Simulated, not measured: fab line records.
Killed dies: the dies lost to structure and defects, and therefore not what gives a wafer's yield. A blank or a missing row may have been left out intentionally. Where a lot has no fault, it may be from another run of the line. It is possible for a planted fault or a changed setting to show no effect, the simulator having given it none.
Shared-tool check	flow berkeley-cmos170	36 wafers sampled across 11 lots

## WHY IT WAS OPENED
At UCB170_ACTIVE_CD_MEAS_13 the reading cd-nm is flagged on 1 of 11 lots. No-fault wafers: 1200.3 nm, standard deviation 1.4.
Rule: a lot is flagged in two cases, either no wafer of it has a number, or all its wafers with numbers fall more than 4 standard deviations from that mean. As for the other lots, they are considered sound.

lot	measured	on	cd-nm (nm), wafer by wafer	flag
L271	day 3 23:07	cd-sem-01	1201.2 1202.4 1201.2	
L272	day 4 14:46	cd-sem-02	1200.4 1201.3 1200.9	
L274	day 5 00:28	cd-sem-02	1198.6 1198.7 1199.9	
L278	day 6 06:37	cd-sem-01	1191.0 1182.4 1191.0 1191.4 1182.0 1191.4	FLAGGED
L284	day 7 05:24	cd-sem-01	1201.5 1201.0 1201.4	
L286	day 7 16:16	cd-sem-02	1200.3 1199.3 1198.5	
L288	day 8 01:15	cd-sem-02	1201.1 1201.9 1200.8	
L292	day 8 17:56	cd-sem-02	1200.3 1200.3 1200.5	
L290	day 8 18:01	cd-sem-02	1198.6 1198.7 1199.4	
L293	day 8 21:23	cd-sem-02	1201.6 1201.4 1201.3	
L294	day 9 10:58	cd-sem-01	1202.8 1201.2 1201.4	
The mean of the flagged lots' numbers is 1188.2 nm, -12.1 nm from the usual (-9 standard deviations).

## LOT BY LOT: THE TOOL USED
The record holds 1 process step before the reading, out of a route of 331 steps. In each cell: the tool, then ch and the chambers that the sampled wafers went through, then the start.
lot	flag	UCB170_ACTIVE_EXPOSE_10
L271		krf-scanner-02 ch 0, day 3 22:43
L272		krf-scanner-02 ch 0, day 4 14:22
L274		krf-scanner-02 ch 0, day 5 00:04
L278	FLAGGED	krf-scanner-01 ch 0, day 6 06:07
L284		krf-scanner-02 ch 0, day 7 04:21
L286		krf-scanner-02 ch 0, day 7 15:52
L288		krf-scanner-02 ch 0, day 8 00:52
L292		krf-scanner-02 ch 0, day 8 17:11
L290		krf-scanner-02 ch 0, day 8 17:16
L293		krf-scanner-01 ch 0, day 8 21:00
L294		krf-scanner-02 ch 0, day 9 10:34
What these steps do:
- UCB170_ACTIVE_EXPOSE_10: exposes mask ACTIVE, target cd 1200 nm.
- UCB170_ACTIVE_CD_MEAS_13: target cd 1200 nm.

## FLAGGED AGAINST TOTAL, ONE TOOL AT A TIME (gauges that did the reading follow at the end)
step	tool	lots run	flagged	share of the flagged lots	sound lots run after its first flagged lot
UCB170_ACTIVE_EXPOSE_10	krf-scanner-01	2	1	all	1 (L293)
UCB170_ACTIVE_EXPOSE_10	krf-scanner-02	9	0	none	-
UCB170_ACTIVE_CD_MEAS_13	cd-sem-01	4	1	all	2 (L284,L294)
UCB170_ACTIVE_CD_MEAS_13	cd-sem-02	7	0	none	-

## WHAT IS ALLOWED BY THE TABLE
krf-scanner-01 at UCB170_ACTIVE_EXPOSE_10 and cd-sem-01 at UCB170_ACTIVE_CD_MEAS_13 are the 2 rows of the table that ran each flagged lot.
- krf-scanner-01 at UCB170_ACTIVE_EXPOSE_10: 1 of its 2 lots flagged. Sound lots followed the first flagged one (L293) on it, something a lasting fault affecting the whole tool could not allow. Its own readings (exposure-dose-mJ-cm2) fall more than 4 standard deviations out on all wafers of the flagged lots.
- cd-sem-01 at UCB170_ACTIVE_CD_MEAS_13: 1 of its 4 lots flagged. Sound lots followed the first flagged one (L284, L294) on it, something a lasting fault affecting the whole tool could not allow.
Every row of the table either missed a flagged lot or ran a sound lot after the first.

## WHAT THE SIMULATOR PUT IN
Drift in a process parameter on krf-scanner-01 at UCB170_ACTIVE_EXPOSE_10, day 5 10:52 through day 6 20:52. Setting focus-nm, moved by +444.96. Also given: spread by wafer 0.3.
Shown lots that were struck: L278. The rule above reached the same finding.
